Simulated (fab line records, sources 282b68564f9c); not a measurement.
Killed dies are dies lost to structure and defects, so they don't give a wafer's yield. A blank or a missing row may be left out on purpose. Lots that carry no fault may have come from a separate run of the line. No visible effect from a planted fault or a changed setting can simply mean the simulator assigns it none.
A lot that was struck, set against a sound lot + flow rit_cmos + 18 steps out of a route of 202
Sound: wafers L864.2, L864.3, L864.5. Wafers struck: L876.1, L876.2, L876.3. At the end, the cause is stated.
Each step with rows lists, per side, the tool, then ch with its chambers, then its first start. Under that, the readings that differ: sound wafers + struck wafers + difference of the means + sigmas: that difference in standard deviations of wafers without a fault.
alike: a reading whose means differ by less than 2 such deviations, as well as words and numbers matching on both sides. not compared: withheld readings; readings where some wafer has no value; bounds like >300 that might hide an equal value; numbers whose values overlap and for which the record gives no deviation.
Wherever a step has rows on one side only, a row that says differs or no value, or a row with sigmas, the two part there. Numbers that have no deviation but don't overlap get no sigmas and don't part them. A reading missing from all wafers of one side parts the sides only when that side holds two or more wafers.

first, 1 step without rows for these wafers: RIT_PWELL_DEVELOP_05 (develop time 68 s).
RIT_PWELL_OVL_MEAS_06:
  struck on overlay-01, day 4 11:50; sound on overlay-02, day 2 00:00
  alike: PWELL_OVL
then, 2 steps without rows for these wafers: RIT_PWELL_HARDBAKE_07 (time 120 s); RIT_PWELL_IMPLANT_08.
RIT_PWELL_STRIP_09: strips in O2, time 180 s.
  sound on plasma_asher-01 ch 0,1, day 2 00:26; struck on plasma_asher-01 ch 0,1, day 4 12:16
  alike: drypump_motor_current_A, o2_flow_sccm
  not compared: rf_hours_counter_h
RIT_PWELL_TW_MEAS_10:
  struck on film_metro-04, day 4 12:26; sound on film_metro-01, day 2 00:37
  alike: PWELL_TW
then, 1 step without rows for these wafers: RIT_WELLDRIVE_ANNEAL_00 (time 14700 s).
RIT_WELLDRIVE_RS_MEAS_01: measurement is done with a four-point probe.
  struck on film_metro-04, day 4 17:54; sound on film_metro-01, day 2 06:31
  alike: NWELL_RS
RIT_WELLDRIVE_RS_MEAS_02: measurement is done with a four-point probe.
  struck on film_metro-04, day 4 18:01; sound on film_metro-01, day 2 06:38
  alike: PWELL_RS
then, 3 steps without rows for these wafers: RIT_NRETRO_HMDS_00 (prime time 60 s); RIT_NRETRO_COAT_01 (resist thk 1300 nm); RIT_NRETRO_SOFTBAKE_02 (time 60 s).
RIT_NRETRO_EXPOSE_03: exposes mask M4, target cd 43900 nm.
  sound on iline_stepper-01 ch 0, day 2 07:13; struck on iline_stepper-02 ch 0, day 4 18:43
| reading                        | sound                | struck            | difference | sigmas |
|--------------------------------|----------------------|-------------------|------------|--------|
| model.NRETRO.overlay_x_nm (nm) | 0.3702 0.3702 0.3702 | 6.422 6.422 6.422 | +6.052     |        |
  alike: mask
then, 2 steps without rows for these wafers: RIT_NRETRO_PEB_04; RIT_NRETRO_DEVELOP_05 (develop time 68 s).
RIT_NRETRO_OVL_MEAS_06:
  struck on overlay-01, day 4 19:09; sound on overlay-02, day 2 07:38
| reading         | sound       | struck      | difference | sigmas |
|-----------------|-------------|-------------|------------|--------|
| NRETRO_OVL (nm) | 2.0 1.5 1.5 | 7.0 7.2 7.8 | +5.7       | +4     |
then, 1 step without rows for these wafers: RIT_NRETRO_HARDBAKE_07 (time 120 s).
RIT_M1_PROBE_99:
  struck on prober-01, day 6 03:33; sound on prober-02, day 3 11:06
  alike: killed_at_front_end, killed_dies, killed_open, killed_short

WHERE THEY PART
Only at RIT_NRETRO_OVL_MEAS_06, as far as this record shows. Later steps at which nothing parts them and some readings are alike: RIT_M1_PROBE_99.

WHY: whatever the simulator had introduced
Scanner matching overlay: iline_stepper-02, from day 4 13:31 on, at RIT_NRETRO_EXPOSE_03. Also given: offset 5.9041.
